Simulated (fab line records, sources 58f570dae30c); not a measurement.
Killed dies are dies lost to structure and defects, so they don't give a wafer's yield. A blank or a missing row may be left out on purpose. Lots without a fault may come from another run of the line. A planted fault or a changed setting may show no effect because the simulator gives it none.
fab line records | flow berkeley_cmos170
record lots=13 wafers=39 last_day=13
route steps=331 shown NWELL@23 ACTIVE@74 M2@286 V2@296
lots that met no fault: from a run of the same line without faults
start_h: hours from the record's first day to the start of the lot's first wafer shown | wait_h: hours since the lot's step before | " the same as in the row above | L1.1+2: a row that stands for several wafers | - no value, or no start given | * or withheld: withheld | < > ~ a bound
route shown NAME@n: a module of which the file shows steps, and the number in the route of the first | usual: mean/standard deviation of fault-free wafers | same: alike in all rows | chamber/n: place in a boat | sites: the reading at each site | _std_site: their standard deviation | _edge_site: outer sites' mean less inner sites' | radius_mm: how far each site lies from the wafer's centre | mask NAME#n: copy n | behind: the tool/chamber that last shaped the wafer | hold: why the lot was held/for how many hours/how that ended | device: the transistor (n, p or np) that didn't switch | end of line: the same wafers' tests at the end of the route | a step without rows: its recipe alone | killed: dies lost to structure and defects at the first sort, not the wafer's yield | map: a wafer's dies, x killed, . not, _ none there
set.NAME: the setting as run; set.NAME@STEP: as run at that earlier step | model.NAME: the simulator's own value behind a step, which no gauge read
steps of the route over a sample of lots; a table a step, a row a wafer
services: from which hour (start_h, from the record's first day; less than 0 if before it) a tool's chamber was out of use, for how many hours, and why
## steps
# step UCB170_NWELL_EXPOSE_09
# recipe mask_id=NWELL target_cd_nm=3000 na=0.5 sigma_outer=0.6 source_shape=conventional dose_mj=25
# columns lot.wafer tool chamber start_h wait_h mask
L829.1+3+6 krf_scanner-01 0 40.37 0.4 NWELL#0
L830.2+3+5 krf_scanner-02 0 49.76 0.3 NWELL#0
L832.1+4+5 krf_scanner-01 0 59.15 0.1 NWELL#0
L833.2+3+6 krf_scanner-02 0 59.52 0.4 NWELL#0
L836.1+4+6 krf_scanner-02 0 75.28 0.6 NWELL#0
L837.2+5+6 krf_scanner-02 0 81.76 0.1 NWELL#0
L838.3+5+6 krf_scanner-02 0 82.02 - NWELL_R1#0
L841.1+2+3 krf_scanner-02 0 97.59 0.2 NWELL#0
L847.3+5+6 krf_scanner-01 0 123.83 0.5 NWELL#0
L849.2+3+4 krf_scanner-02 0 139.10 0.2 NWELL#0
L848.2+4+6 krf_scanner-01 0 139.35 0.4 NWELL#0
L850.4+5+6 krf_scanner-01 0 148.37 0.2 NWELL#0
L851.1+2+5 krf_scanner-01 0 153.44 0.1 NWELL#0
# step UCB170_ACTIVE_OVL_MEAS_14
# usual ACTIVE_OVL=-4/5.3
# columns lot.wafer tool chamber start_h wait_h ACTIVE_OVL[nm]
L829.1 overlay-01 - 99.93 0.1 -1
L829.3 " - " " -1
L829.6 " - " " -7
L830.2 overlay-01 - 108.13 0.1 -4
L830.3 " - " " -16
L830.5 " - " " -8
L832.1 overlay-02 - 111.45 0.1 -8
L832.4 " - " " 5
L832.5 " - " " 0
L833.2 overlay-01 - 111.69 0.1 -13
L833.3 " - " " -2
L833.6 " - " " -12
L836.1 overlay-01 - 135.56 0.1 -7
L836.4 " - " " -5
L836.6 " - " " -3
L837.2 overlay-02 - 135.84 0.1 -3
L837.5 " - " " 4
L837.6 " - " " -6
L838.3 overlay-02 - 146.91 0.1 -8
L838.5 " - " " -7
L838.6 " - " " 1
L841.1 overlay-02 - 155.69 0.1 -4
L841.2 " - " " 2
L841.3 " - " " -10
L847.3 overlay-01 - 179.13 0.1 -2
L847.5 " - " " -3
L847.6 " - " " -6
L849.2 overlay-01 - 200.66 0.1 -8
L849.3 " - " " 2
L849.4 " - " " -5
L848.2 overlay-01 - 200.90 0.1 0
L848.4 " - " " 0
L848.6 " - " " 3
L850.4 overlay-01 - 201.19 0.1 0
L850.5 " - " " 9
L850.6 " - " " 0
L851.1 overlay-02 - 208.75 0.1 -11
L851.2 " - " " -5
L851.5 " - " " -11
# step UCB170_M2_CD_MEAS_15
# recipe target_cd_nm=700
# usual cd_nm=699.7/1.4
# columns lot.wafer tool chamber start_h wait_h cd_nm
L829.1 cd_sem-01 - 190.69 - 700.3
L829.3 " - " " 700.4
L829.6 " - " " 701.3
L832.1 cd_sem-02 - 204.02 - 702.3
L832.4 " - " " 701.1
L832.5 " - " " 701.7
L830.2 cd_sem-01 - 209.17 - 697.8
L830.3 " - " " 699.1
L830.5 " - " " 698.9
L833.2 cd_sem-01 - 209.32 - 701.8
L833.3 " - " " 701.2
L833.6 " - " " 701.9
L836.1 cd_sem-01 - 225.42 - 697.1
L836.4 " - " " 697.6
L836.6 " - " " 697.4
L837.2 cd_sem-01 - 226.35 - 699.4
L837.5 " - " " 700.9
L837.6 " - " " 701.2
L838.3 cd_sem-02 - 233.46 - 699.7
L838.5 " - " " 699.9
L838.6 " - " " 701.2
L841.1 cd_sem-02 - 240.26 - 699.0
L841.2 " - " " 699.2
L841.3 " - " " 699.2
L847.3 cd_sem-01 - 283.78 - 701.2
L847.5 " - " " 699.4
L847.6 " - " " 699.4
L848.2 cd_sem-02 - 292.21 - 699.7
L848.4 " - " " 700.3
L848.6 " - " " 701.0
L850.4 cd_sem-01 - 293.74 - 699.1
L850.5 " - " " 698.3
L850.6 " - " " 698.3
L849.2 cd_sem-02 - 293.94 - 698.9
L849.3 " - " " 697.7
L849.4 " - " " 699.1
L851.1 cd_sem-02 - 302.46 - 701.8
L851.2 " - " " 701.0
L851.5 " - " " 700.8
# step UCB170_V2_THK_MEAS_04
# recipe reads=SiO2_of_V2_CVD_00
# usual V2_POLISHED_THK=999.8/1
# columns lot.wafer tool chamber start_h wait_h V2_POLISHED_THK[nm]
L829.1 film_metro-02 - 191.97 0.1 999.1
L829.3 " - " " 999.9
L829.6 " - " " 1000.1
L832.1 film_metro-04 - 205.26 0.1 998.8
L832.4 " - " " 999.1
L832.5 " - " " 999.5
L830.2 film_metro-04 - 210.51 0.1 1000.8
L830.3 " - " " 1000.2
L830.5 " - " " 1000.4
L833.2 film_metro-02 - 210.56 0.1 999.4
L833.3 " - " " 999.5
L833.6 " - " " 999.3
L836.1 film_metro-04 - 226.67 0.1 1000.6
L836.4 " - " " 1001.5
L836.6 " - " " 999.7
L837.2 film_metro-04 - 227.58 0.1 998.1
L837.5 " - " " 1000.0
L837.6 " - " " 998.0
L838.3 film_metro-04 - 234.76 0.1 999.0
L838.5 " - " " 998.6
L838.6 " - " " 1000.0
L841.1 film_metro-02 - 241.50 0.1 998.7
L841.2 " - " " 1000.9
L841.3 " - " " 1000.0
L847.3 film_metro-02 - 285.24 0.1 997.5
L847.5 " - " " 999.7
L847.6 " - " " 998.7
L848.2 film_metro-02 - 293.44 0.1 999.6
L848.4 " - " " 999.1
L848.6 " - " " 998.9
L850.4 film_metro-02 - 294.96 0.1 1002.0
L850.5 " - " " 1003.4
L850.6 " - " " 999.3
L849.2 film_metro-02 - 295.24 0.1 1000.4
L849.3 " - " " 1000.5
L849.4 " - " " 1000.4
L851.1 film_metro-02 - 303.70 0.1 1000.9
L851.2 " - " " 1000.5
L851.5 " - " " 1001.5
## services
# columns tool chamber start_h hours kind
krf_scanner-01 - 17.80 0.9 repair
krf_scanner-01 0 30.88 - calibration
krf_scanner-02 - 39.42 0.8 pm
krf_scanner-01 - 58.13 0.6 repair
krf_scanner-02 - 64.71 7.2 pm
krf_scanner-02 - 71.91 1.3 pm
krf_scanner-01 - 73.21 1.3 pm
krf_scanner-01 - 80.39 11.6 pm
krf_scanner-02 - 93.35 0.7 repair
krf_scanner-02 0 100.67 - calibration
krf_scanner-02 - 127.09 0.4 repair
krf_scanner-01 - 142.88 1.0 pm
krf_scanner-02 - 143.96 4.4 pm
krf_scanner-01 - 148.41 - calibration
## key
first_sign step=UCB170_NWELL_EXPOSE_09 reading=mask direction=changed
effect none on later readings
met_at UCB170_NWELL_EXPOSE_09
struck_lots L838
tester_left_out L838
not_acting_at UCB170_ACTIVE_OVL_MEAS_14,UCB170_M2_CD_MEAS_15,UCB170_V2_THK_MEAS_04
onset_between 81.76 82.02
fault kind=wrong_mask tool=any chamber=- onset_h=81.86 steps=UCB170_NWELL_EXPOSE_09 aux_copy=NWELL_R1#0 cd_offset_nm=-150 scope=struck_lots_only
# tester_left_out: of these lots the tester's yield and bins aren't shown, on N5 and GAA mostly nor the transistor test; their killed dies are dies lost to structure and defects alone, not to doping, threshold or leakage, so they don't give the yield
